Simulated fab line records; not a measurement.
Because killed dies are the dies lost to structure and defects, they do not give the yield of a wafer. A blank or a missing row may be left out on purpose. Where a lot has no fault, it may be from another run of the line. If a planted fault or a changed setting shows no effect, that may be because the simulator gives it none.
Check of tool commonality :: flow berkeley_cmos170 :: 39 wafers sampled across 13 lots

## REASON IT WAS OPENED
Flagged at UCB170_M2_CD_MEAS_15: reading cd_nm, on 1 of 13 lots. Fault-free wafers read 699.9 nm, with a standard deviation of 1.6.
Rule: flag the lot when none of its wafers has a number, or when each of its wafers that has one lies beyond 4 standard deviations from that mean. As for the other lots, they are considered sound.

lot: L619
measured: day 6 20:26
on: cd_sem-01
cd_nm (nm), wafer by wafer: 703.7 702.2 702.3
flag: 

lot: L621
measured: day 8 01:39
on: cd_sem-02
cd_nm (nm), wafer by wafer: 701.7 701.8 702.6
flag: 

lot: L623
measured: day 8 01:57
on: cd_sem-02
cd_nm (nm), wafer by wafer: 700.3 701.3 700.5
flag: 

lot: L622
measured: day 8 02:17
on: cd_sem-02
cd_nm (nm), wafer by wafer: 698.7 697.4 699.2
flag: 

lot: L625
measured: day 8 21:38
on: cd_sem-01
cd_nm (nm), wafer by wafer: 702.6 704.2 704.1
flag: 

lot: L624
measured: day 9 06:12
on: cd_sem-02
cd_nm (nm), wafer by wafer: 699.8 700.0 700.4
flag: 

lot: L626
measured: day 9 08:18
on: cd_sem-02
cd_nm (nm), wafer by wafer: 701.3 699.8 701.1
flag: 

lot: L628
measured: day 9 08:34
on: cd_sem-01
cd_nm (nm), wafer by wafer: 700.4 699.3 699.6
flag: 

lot: L629
measured: day 9 22:04
on: cd_sem-01
cd_nm (nm), wafer by wafer: 700.0 698.1 700.6
flag: 

lot: L630
measured: day 10 02:02
on: cd_sem-01
cd_nm (nm), wafer by wafer: 698.2 697.2 697.9
flag: 

lot: L631
measured: day 10 12:38
on: cd_sem-01
cd_nm (nm), wafer by wafer: 698.5 697.7 697.0
flag: 

lot: L638
measured: day 11 13:54
on: cd_sem-01
cd_nm (nm), wafer by wafer: 690.7 691.7 686.7
flag: FLAGGED

lot: L642
measured: day 11 21:31
on: cd_sem-02
cd_nm (nm), wafer by wafer: 698.2 698.2 698.7
flag: 
On average the flagged lots' numbers are 689.7 nm, which is -10.2 nm against the usual, or -6 standard deviations.

## WHICH TOOL RAN EACH LOT
The record holds 2 process steps before the reading, out of a route of 331 steps. Read each cell as the tool, then ch plus the chambers that the sampled wafers visited, then the start.
lot: L619
flag: 
UCB170_M2_SPUTTER_01: pvd_sputter-03, day 6 17:47
UCB170_M2_EXPOSE_12: krf_scanner-02 ch 0, day 6 19:54

lot: L621
flag: 
UCB170_M2_SPUTTER_01: pvd_sputter-02, day 7 22:29
UCB170_M2_EXPOSE_12: krf_scanner-02 ch 0, day 8 00:56

lot: L623
flag: 
UCB170_M2_SPUTTER_01: pvd_sputter-03, day 7 23:57
UCB170_M2_EXPOSE_12: krf_scanner-02 ch 0, day 8 01:34

lot: L622
flag: 
UCB170_M2_SPUTTER_01: pvd_sputter-01, day 7 23:42
UCB170_M2_EXPOSE_12: krf_scanner-01 ch 0, day 8 01:48

lot: L625
flag: 
UCB170_M2_SPUTTER_01: pvd_sputter-01, day 8 19:06
UCB170_M2_EXPOSE_12: krf_scanner-02 ch 0, day 8 21:14

lot: L624
flag: 
UCB170_M2_SPUTTER_01: pvd_sputter-01, day 9 01:52
UCB170_M2_EXPOSE_12: krf_scanner-02 ch 0, day 9 05:12

lot: L626
flag: 
UCB170_M2_SPUTTER_01: pvd_sputter-02, day 9 06:05
UCB170_M2_EXPOSE_12: krf_scanner-01 ch 0, day 9 07:55

lot: L628
flag: 
UCB170_M2_SPUTTER_01: pvd_sputter-03, day 9 06:12
UCB170_M2_EXPOSE_12: krf_scanner-02 ch 0, day 9 08:09

lot: L629
flag: 
UCB170_M2_SPUTTER_01: pvd_sputter-03, day 9 19:29
UCB170_M2_EXPOSE_12: krf_scanner-01 ch 0, day 9 21:32

lot: L630
flag: 
UCB170_M2_SPUTTER_01: pvd_sputter-01, day 9 22:08
UCB170_M2_EXPOSE_12: krf_scanner-02 ch 0, day 10 00:37

lot: L631
flag: 
UCB170_M2_SPUTTER_01: pvd_sputter-03, day 10 10:19
UCB170_M2_EXPOSE_12: krf_scanner-02 ch 0, day 10 11:45

lot: L638
flag: FLAGGED
UCB170_M2_SPUTTER_01: pvd_sputter-02, day 11 11:35
UCB170_M2_EXPOSE_12: krf_scanner-02 ch 0, day 11 13:26

lot: L642
flag: 
UCB170_M2_SPUTTER_01: pvd_sputter-03, day 11 17:40
UCB170_M2_EXPOSE_12: krf_scanner-01 ch 0, day 11 20:26
What these steps do:
- UCB170_M2_SPUTTER_01: material Al, target thk 900 nm, time 120 s.
- UCB170_M2_EXPOSE_12: exposes mask METAL2, target cd 700 nm.
- UCB170_M2_CD_MEAS_15: target cd 700 nm.

## FLAGGED AGAINST TOTAL, ONE TOOL AT A TIME (gauges that did the reading follow at the end)
step: UCB170_M2_SPUTTER_01
tool: pvd_sputter-01
lots run: 4
flagged: 0
share of the flagged lots: none
sound lots run after its first flagged lot: -

step: UCB170_M2_SPUTTER_01
tool: pvd_sputter-02
lots run: 3
flagged: 1
share of the flagged lots: all
sound lots run after its first flagged lot: 0

step: UCB170_M2_SPUTTER_01
tool: pvd_sputter-03
lots run: 6
flagged: 0
share of the flagged lots: none
sound lots run after its first flagged lot: -

step: UCB170_M2_EXPOSE_12
tool: krf_scanner-01
lots run: 4
flagged: 0
share of the flagged lots: none
sound lots run after its first flagged lot: -

step: UCB170_M2_EXPOSE_12
tool: krf_scanner-02
lots run: 9
flagged: 1
share of the flagged lots: all
sound lots run after its first flagged lot: 0

step: UCB170_M2_CD_MEAS_15
tool: cd_sem-01
lots run: 7
flagged: 1
share of the flagged lots: all
sound lots run after its first flagged lot: 0

step: UCB170_M2_CD_MEAS_15
tool: cd_sem-02
lots run: 6
flagged: 0
share of the flagged lots: none
sound lots run after its first flagged lot: -

## WHAT IS ALLOWED BY THE TABLE
pvd_sputter-02 at UCB170_M2_SPUTTER_01, krf_scanner-02 at UCB170_M2_EXPOSE_12 and cd_sem-01 at UCB170_M2_CD_MEAS_15: these 3 rows of the table ran every flagged lot.
- pvd_sputter-02 at UCB170_M2_SPUTTER_01: 1 of its 3 lots flagged. Last sound lot L626 at day 9 06:05, first flagged lot L638 at day 11 11:35; a fault beginning in between fits.
- krf_scanner-02 at UCB170_M2_EXPOSE_12: 1 of its 9 lots flagged. Last sound lot L631 at day 10 11:45, first flagged lot L638 at day 11 13:26; a fault beginning in between fits. Its own readings (exposure_dose_mJ_cm2) fall more than 4 standard deviations out on all wafers of the flagged lots.
- cd_sem-01 at UCB170_M2_CD_MEAS_15: 1 of its 7 lots flagged. Last sound lot L631 at day 10 12:38, first flagged lot L638 at day 11 13:54; a fault beginning in between fits.
Because each of these 3 tools fits a fault that began at some hour, counting lots does not separate them. More lots, or a look at what each step does to the wafer, might.

## WHAT HAD BEEN PUT IN BY THE SIMULATOR
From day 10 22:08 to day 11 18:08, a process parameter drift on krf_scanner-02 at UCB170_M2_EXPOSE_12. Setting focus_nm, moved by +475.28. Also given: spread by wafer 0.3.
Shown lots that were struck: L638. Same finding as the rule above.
